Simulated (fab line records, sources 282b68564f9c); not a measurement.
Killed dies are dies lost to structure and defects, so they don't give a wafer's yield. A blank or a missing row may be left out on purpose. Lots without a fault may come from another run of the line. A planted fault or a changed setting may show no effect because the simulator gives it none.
A struck lot beside a sound one | flow rit_cmos | 15 steps out of a route of 202
Sound: wafers L849.1, L849.4, L849.5. Struck: wafers L854.1, L854.2, L854.5. The cause comes at the end.
At each step with rows: each side's tool, then ch and its chambers, then its first start. Under that, the readings that differ: sound wafers | struck wafers | difference of the means | sigmas: that difference in standard deviations of wafers without a fault.
alike: readings whose means differ by less than 2 such deviations, and words and numbers that are the same on both sides. not compared: withheld readings, readings that some wafer has no value for, bounds like >300 that may hide the same value, and numbers for which the record gives no deviation and whose values overlap.
The two part at a step that has a row with sigmas, a row that says differs or no value, or rows on one side only. Numbers that don't overlap but have no deviation are shown without sigmas and don't part them. A reading that every wafer of one side lacks parts them only if that side has two wafers or more.

RIT_GATE_STRIP_20: strips in O2, time 180 s.
  sound on plasma_asher-01 ch 0,1, day 2 18:46; struck on plasma_asher-01 ch 0,1, day 3 19:31
  alike: drypump_motor_current_A
  not compared: rf_hours_counter_h
RIT_GATE_CD_MEAS_90: target cd 150 nm.
  sound on cd_sem-02, day 2 18:56; struck on cd_sem-02, day 3 19:42
  reading    | sound             | struck            | difference | sigmas
  cd_nm (nm) | 151.5 149.0 150.3 | 144.3 144.6 142.8 | -6.4       | -2
then, 4 steps without rows for these wafers: RIT_REOX_CLEAN_00 (cleans in SC1, time 600 s); RIT_REOX_CLEAN_01 (cleans in dHF, time 30 s); RIT_REOX_CLEAN_02 (cleans in SC2, time 600 s); RIT_REOX_OXIDATION_03 (target thk 25.2 nm, ox time 5580 s).
RIT_REOX_THK_MEAS_04:
  sound on film_metro-03, day 2 22:29; struck on film_metro-03, day 3 22:56
  alike: REOX_OXIDE_THK
then, 5 steps without rows for these wafers: RIT_NLDD_HMDS_00 (prime time 60 s); RIT_NLDD_COAT_01 (resist thk 1000 nm); RIT_NLDD_SOFTBAKE_02 (time 60 s); RIT_NLDD_EXPOSE_03 (exposes mask M7, target cd 40700 nm); RIT_NLDD_PEB_04.
RIT_NLDD_DEVELOP_05: develop time 50 s.
  sound on litho_track-03 ch 0, day 2 23:00; struck on litho_track-04 ch 0, day 3 23:00
  reading              | sound             | struck            | difference | sigmas
  developer_temp_C (C) | 22.92 22.99 22.86 | 23.95 24.06 24.00 | +1.08      | +9
RIT_NLDD_OVL_MEAS_06:
  sound on overlay-01, day 2 23:43; struck on overlay-02, day 3 23:58
  alike: NLDD_OVL
RIT_M1_PROBE_99:
  sound on prober-01, day 3 16:27; struck on prober-02, day 4 16:11
  alike: killed_at_front_end, killed_dies, killed_open, killed_short

WHERE THEY PART
First at RIT_GATE_CD_MEAS_90; last, within this record, at RIT_NLDD_DEVELOP_05. Later steps at which nothing parts them and some readings are alike: RIT_NLDD_OVL_MEAS_06, RIT_M1_PROBE_99.

WHY: what the simulator had put in
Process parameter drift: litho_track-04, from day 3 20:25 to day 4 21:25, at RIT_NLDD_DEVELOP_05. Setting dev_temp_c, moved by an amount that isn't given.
